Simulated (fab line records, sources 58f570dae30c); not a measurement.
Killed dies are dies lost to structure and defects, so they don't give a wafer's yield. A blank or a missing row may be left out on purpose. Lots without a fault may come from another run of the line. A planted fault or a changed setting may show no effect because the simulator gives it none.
Problem report in the 8D (eight disciplines) form, filled by code | flow berkeley_cmos170 | the parts of the form that need people (team, actions taken, sign-off) are left out

1. THE PROBLEM
ACTIVE_NITRIDE_THK at UCB170_ACTIVE_THK_MEAS_06 reads a mean of 231.9 nm on 3 wafers of 1 lot; wafers without a fault read 220.4 nm with a standard deviation of 1.7. That is +6.7 standard deviations from the usual mean.
First seen on wafer L539.2, day 6 12:03, on film_metro-02. The record holds 33 wafers of 11 lots with a number at this step. Rule for "out", or "out of limits": more than 4 standard deviations from the usual mean. The other wafers with a number count as sound.

2. WHAT IT IS AND WHAT IT IS NOT
question                    | is                     | is not
which readings at this step | ACTIVE_NITRIDE_THK     | -
which lots                  | L539                   | L529, L530, L531, L532, L533, L534, L535, L538, L541, L552
which wafers of those lots  | all that have a number | -
read on which gauges        | film_metro-02          | film_metro-03, film_metro-04
when                        | from day 6 12:03       | up to then (24 sound wafers); but 6 sound wafers of L541, L552 came after

3. SUSPECTS, AND WHAT RULES EACH OUT
Counting: a tool at a process step up to the reading stays a suspect if it ran every lot that is out and no sound lot after the first of them.
- the gauge at UCB170_ACTIVE_THK_MEAS_06: kept. All the wafers that are out were read on film_metro-02, and no step on other tools shows them out.
- rie_diel-03 at UCB170_ZERO_ETCH_06 (etches SiO2 in CHF3/CF4/Ar, time 12 s): ruled out as a lasting fault. Sound lots L541 ran on it after its first lot that is out, L539 (day 3 20:02).
- lpcvd-01 at UCB170_ACTIVE_CVD_05 (deposits Si3N4 from SiH2Cl2/NH3, target thk 220 nm, time 3300 s): kept. It ran the lot that is out, L539 (day 6 10:07), and no sound lot after that; its last sound lot up to then is L538 (day 6 02:38).
Left after counting: lpcvd-01 at UCB170_ACTIVE_CVD_05, film_metro-02 at UCB170_ACTIVE_THK_MEAS_06.

4. THE CAUSE (what the simulator had put in)
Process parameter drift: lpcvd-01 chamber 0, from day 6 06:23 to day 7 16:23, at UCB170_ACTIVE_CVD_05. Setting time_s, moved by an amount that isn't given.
Counting left 2 suspects, and this tool is among them.

5. THE CHAIN OF EFFECTS, in route order
Each row: a reading whose mean over the struck wafers that have a number lies more than 3 standard deviations from the usual. Only readings for which the record gives a usual standard deviation are gone through. hours: the time from each lot's start at the first step in this table that gives one to its start at this step, as a median over the lots. sigmas: the change in usual standard deviations.
hours | step                      | reading            | usual    | on struck wafers | change | sigmas
0     | UCB170_ACTIVE_THK_MEAS_06 | ACTIVE_NITRIDE_THK | 220.4 nm | 231.9            | +11.5  | +6.7

6. WHAT WOULD HAVE CAUGHT IT SOONER
In this record the first reading out of limits at a measuring or inspecting step was taken at day 6 12:03, 6 hours after the fault began at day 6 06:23.
All the lots that are out (1) had begun UCB170_ACTIVE_CVD_05 on lpcvd-01 by day 6 12:03. A hold on the tool at that time would have spared none of them.
